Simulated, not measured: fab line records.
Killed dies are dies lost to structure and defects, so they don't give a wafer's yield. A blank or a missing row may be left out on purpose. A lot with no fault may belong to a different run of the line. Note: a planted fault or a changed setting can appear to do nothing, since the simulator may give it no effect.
Which tool is to blame? -- flow berkeley cmos170 -- Sampling: 14 lots, 42 wafers, 6 of 331 route steps

WHAT THE GAUGES SHOWED, per wafer
UCB170_NWELL_THK_MEAS_05.
lot,measured,on,NWELL_NITRIDE_THK (nm)
L171,day 2 10:20,film metro-04,223.2 226.7 225.1
L172,day 2 12:43,film metro-02,224.1 222.7 222.2
L173,day 2 22:23,film metro-02,226.3 225.7 227.2
L174,day 2 22:23,film metro-04,227.1 225.7 228.4
L175,day 3 06:34,film metro-04,222.6 224.5 223.7
L177,day 3 06:35,film metro-03,223.8 224.3 222.6
L179,day 3 19:28,film metro-02,225.1 225.9 224.0
L180,day 4 03:16,film metro-03,222.8 222.6 224.6
L181,day 4 07:13,film metro-02,223.3 222.4 223.0
L182,day 4 11:46,film metro-03,224.7 222.6 224.5
L183,day 4 17:22,film metro-04,224.6 224.7 226.9
L184,day 4 23:52,film metro-02,450.2 448.7 445.3
L189,day 5 19:02,film metro-02,221.1 221.3 222.3
L191,day 6 11:46,film metro-02,443.4 443.7 440.4

UCB170_ACTIVE_CD_MEAS_13: the cd target is 1200 nm.
lot,measured,on,cd nm (nm)
L171,day 4 08:19,cd sem-02,1201.0 1200.1 1201.3
L172,day 4 08:02,cd sem-01,1199.5 1200.1 1200.8
L173,day 4 19:46,cd sem-01,1201.2 1200.8 1201.6
L174,day 4 19:29,cd sem-01,1201.5 1201.2 1200.5
L175,day 5 02:02,cd sem-01,1200.9 1199.5 1199.2
L177,day 5 01:42,cd sem-01,1201.4 1200.0 1200.9
L179,day 5 12:53,cd sem-01,1202.7 1202.0 1201.2
L180,day 5 18:32,cd sem-01,1197.8 1196.6 1199.2
L181,day 6 01:06,cd sem-01,1201.5 1198.3 1200.9
L182,day 6 01:20,cd sem-02,1198.8 1199.1 1198.5
L183,day 6 13:12,cd sem-02,1201.1 1199.2 1198.5
L189,day 7 21:37,cd sem-02,1198.7 1198.7 1199.3

UCB170_PVT_TW_MEAS_09.
lot,measured,on,PVT_TW
L171,day 5 13:54,film metro-02,505.6 508.3 505.7
L172,day 5 13:38,film metro-01,502.2 503.0 509.1
L173,day 5 21:50,film metro-03,501.3 502.3 504.3
L174,day 5 21:44,film metro-02,509.2 510.2 507.8
L175,day 6 04:49,film metro-02,505.2 506.6 507.2
L177,day 6 05:26,film metro-01,505.3 507.5 506.4
L179,day 6 17:26,film metro-02,505.9 505.8 506.4
L180,day 6 22:06,film metro-02,504.9 504.1 505.4
L181,day 7 13:17,film metro-03,504.1 503.8 500.9
L182,day 7 13:02,film metro-02,507.0 506.0 509.8
L183,day 8 00:08,film metro-01,502.4 505.7 506.7
L189,day 9 05:40,film metro-03,502.6 503.9 503.9

UCB170_M3_THK_MEAS_03: measures by xrf.
lot,measured,on,M3_AL_THK (nm)
L171,day 7 17:11,film metro-03,892 896 897
L172,day 7 16:14,film metro-04,924 902 925
L173,day 7 17:01,film metro-01,915 918 907
L174,day 7 17:28,film metro-04,897 922 928
L175,day 8 08:21,film metro-04,923 920 919
L177,day 8 07:14,film metro-03,908 900 909
L179,day 8 20:41,film metro-03,902 913 907
L180,day 9 00:38,film metro-01,911 901 905
L181,day 9 12:16,film metro-01,894 897 891
L182,day 9 12:01,film metro-03,921 919 925
L183,day 9 23:17,film metro-04,928 925 919
L189,day 11 06:05,film metro-04,922 918 918

TOOL THAT RAN EACH LOT (tool first, then ch and the chambers of the sampled wafers, then the start)
lot,UCB170_NWELL_CVD_04,UCB170_NWELL_ETCH_13
L171,"lpcvd-02 ch 1, day 2 08:25","rie diel-01 ch 0,2,3, day 2 11:17"
L172,"lpcvd-01 ch 1, day 2 10:46","rie diel-01 ch 1,2,3, day 2 13:41"
L173,"lpcvd-02 ch 0, day 2 20:28","rie diel-01 ch 0,1,2, day 3 00:07"
L174,"lpcvd-02 ch 0, day 2 20:28","rie diel-02 ch 0,3, day 3 00:05"
L175,"lpcvd-01 ch 1, day 3 04:37","rie diel-01 ch 0,1,2, day 3 07:29"
L177,"lpcvd-01 ch 0, day 3 04:37","rie diel-01 ch 0,1,2, day 3 07:51"
L179,"lpcvd-01 ch 0, day 3 17:32","rie diel-03 ch 0,1,2, day 3 20:47"
L180,"lpcvd-01 ch 0, day 4 01:19","rie diel-03 ch 1,2, day 4 04:28"
L181,"lpcvd-02 ch 0, day 4 04:13","rie diel-01 ch 1,3, day 4 08:30"
L182,"lpcvd-02 ch 1, day 4 09:49","rie diel-03 ch 1,2,3, day 4 13:01"
L183,"lpcvd-02 ch 0, day 4 15:25","rie diel-01 ch 0,1, day 4 19:14"
L184,"lpcvd-01 ch 1, day 4 19:21","rie diel-01 ch 0,1,3, day 5 01:13"
L189,"lpcvd-02 ch 0, day 5 17:05","rie diel-03 ch 0,2,3, day 5 20:34"
L191,"lpcvd-02 ch 1, day 6 06:19 and lpcvd-01 ch 1, day 6 09:47","rie diel-02 ch 1,3, day 6 12:46"
- UCB170_NWELL_CVD_04: deposits Si3N4 from SiH2Cl2/NH3, target thk 224 nm, time 3360 s.
- UCB170_NWELL_ETCH_13: etches Si3N4 in CH3F/Ar/O2, stops on SiO2, target depth 246.4 nm, time 154 s.

AS READ BY THE TOOLS THEMSELVES (means over the sampled wafers that have a number; for cases with no such wafer, the mark the record gives instead)
UCB170_NWELL_CVD_04.
lot,tool,spike tc source C (C)
L171,lpcvd-02,824.8
L172,lpcvd-01,820.7
L173,lpcvd-02,821.7
L174,lpcvd-02,821.6
L175,lpcvd-01,820.9
L177,lpcvd-01,823.2
L179,lpcvd-01,822.2
L180,lpcvd-01,821.9
L181,lpcvd-02,821.7
L182,lpcvd-02,825.9
L183,lpcvd-02,820.6
L184,lpcvd-01,821.3
L189,lpcvd-02,821.1
L191,lpcvd-02/lpcvd-01,822.5

UCB170_NWELL_ETCH_13.
lot,tool,drypump motor current A (A),oes product au (a.u.),throttle valve pct (%)
L171,rie diel-01,5.2,0.945,8.01
L172,rie diel-01,5.7,0.949,8.01
L173,rie diel-01,5.8,0.945,7.94
L174,rie diel-02,5.8,0.956,8.04
L175,rie diel-01,5.8,0.938,7.94
L177,rie diel-01,5.8,0.940,7.94
L179,rie diel-03,5.8,0.930,8.12
L180,rie diel-03,6.2,0.933,8.21
L181,rie diel-01,5.7,0.952,8.08
L182,rie diel-03,5.7,0.925,8.14
L183,rie diel-01,5.7,0.939,7.94
L184,rie diel-01,5.7,1.002,8.01
L189,rie diel-03,5.4,0.926,8.04
L191,rie diel-02,5.7,0.977,7.89

THE ANSWER, worked out from the rows above alone
Rule: the usual values come from the lots themselves. Put in order of their means at a reading, lots are off if they are a third of the lots or fewer, leave a main group of 4 or more, and stand apart from it by a gap of 3 or more times the standard deviation of the main group's means; of several such gaps the widest counts. A main group is skipped when, at the precision printed for the reading in the tables above, its means are all equal. Also off: a lot with no number at a reading for which 4 or more lots have one. The other lots that the step has rows for count as sound. The gauges are gone through in route order, then the tools' own readings, and for those a lot's mean is taken as printed above. The first step at which some lot is off is used, and at that step the reading that is off furthest; a lot without a number counts as furthest.
Off: at UCB170_NWELL_THK_MEAS_05 (NWELL_NITRIDE_THK), L184, L191. The main group: mean 224.2 nm, standard deviation 1.5.
A tool fits if, at a process step before that reading, it ran every lot that is off, and no sound lot after the first of them. Gauges at UCB170_NWELL_THK_MEAS_05: tried the same way as those tools. One fits: UCB170_NWELL_CVD_04 on lpcvd-01. A fault onset in the window from L180 (day 4 01:19, its last sound lot) to L184 (day 4 19:21, its first lot off) fits.

WHAT THE SIMULATOR PUT IN
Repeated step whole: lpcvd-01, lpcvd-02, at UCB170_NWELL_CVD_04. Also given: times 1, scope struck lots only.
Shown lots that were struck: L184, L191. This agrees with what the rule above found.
